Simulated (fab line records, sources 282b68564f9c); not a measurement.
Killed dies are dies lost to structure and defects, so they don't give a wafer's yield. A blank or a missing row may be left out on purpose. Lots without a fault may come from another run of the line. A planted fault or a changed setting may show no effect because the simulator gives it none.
A struck lot beside a sound one | flow rit_cmos | 15 steps out of a route of 202
Sound: wafers L401.1, L401.2, L401.5. Struck: wafers L408.1, L408.2, L408.3. The cause comes at the end.
At each step with rows: each side's tool, then ch and its chambers, then its first start. Under that, the readings that differ: sound wafers | struck wafers | difference of the means | sigmas: that difference in standard deviations of wafers without a fault.
alike: readings whose means differ by less than 2 such deviations, and words and numbers that are the same on both sides. not compared: withheld readings, readings that some wafer has no value for, bounds like >300 that may hide the same value, and numbers for which the record gives no deviation and whose values overlap.
The two part at a step that has a row with sigmas, a row that says differs or no value, or rows on one side only. Numbers that don't overlap but have no deviation are shown without sigmas and don't part them. A reading that every wafer of one side lacks parts them only if that side has two wafers or more.

first, 1 step without rows for these wafers: RIT_NSD_IMPLANT_08.
RIT_NSD_STRIP_09: strips in O2, time 180 s.
  sound on plasma_asher-04 ch 0,1, day 4 08:42; struck on plasma_asher-01 ch 0,1, day 6 15:52
  alike: chamber_pressure_mTorr, drypump_motor_current_A
  not compared: rf_hours_counter_h
RIT_NSD_TW_MEAS_10:
  sound on film_metro-01, day 4 08:53; struck on film_metro-02, day 6 16:02
  alike: NSD_TW
then, 6 steps without rows for these wafers: RIT_PSD_HMDS_00 (prime time 60 s); RIT_PSD_COAT_01 (resist thk 1000 nm); RIT_PSD_SOFTBAKE_02 (time 60 s); RIT_PSD_EXPOSE_03 (exposes mask M10, target cd 40900 nm); RIT_PSD_PEB_04; RIT_PSD_DEVELOP_05 (develop time 50 s).
RIT_PSD_OVL_MEAS_06:
  sound on overlay-01, day 4 09:47; struck on overlay-01, day 6 17:29
  alike: PSD_OVL
then, 2 steps without rows for these wafers: RIT_PSD_HARDBAKE_07 (time 60 s); RIT_PSD_IMPLANT_08.
RIT_PSD_STRIP_09: strips in O2, time 180 s.
  sound on plasma_asher-02 ch 0,1, day 4 10:07; struck on plasma_asher-03 ch 0,1, day 6 18:20
  no value came back on the struck wafers for chamber_pressure_mTorr (mTorr), drypump_motor_current_A (A); on the sound wafers chamber_pressure_mTorr (mTorr) reads 3999 3999 3996
  reading                                  | sound | struck            | difference | sigmas
  model.NOVOLAK_of_PSD_COAT_01.thk_nm (nm) | 0 0 0 | 879.5 879.6 877.5 | +878.9     |
  not compared: rf_hours_counter_h
RIT_PSD_TW_MEAS_10:
  sound on film_metro-04, day 4 10:18; struck on film_metro-02, day 6 18:31
  alike: PSD_TW
RIT_M1_PROBE_99:
  sound on prober-01, day 4 18:11; struck on prober-01, day 7 03:05
  reading             | sound | struck      | difference | sigmas
  killed_at_front_end | 3 3 3 | 264 264 263 | +261       | +90
  killed_dies         | 3 3 3 | 264 264 264 | +261       | +87
  killed_on_rim       | 1 0 1 | 70 70 70    | +69        | +50
  alike: killed_at_M0_to_M3, killed_at_contacts, killed_open, killed_short

WHERE THEY PART
First at RIT_PSD_STRIP_09; last, within this record, at RIT_M1_PROBE_99.

WHY: what the simulator had put in
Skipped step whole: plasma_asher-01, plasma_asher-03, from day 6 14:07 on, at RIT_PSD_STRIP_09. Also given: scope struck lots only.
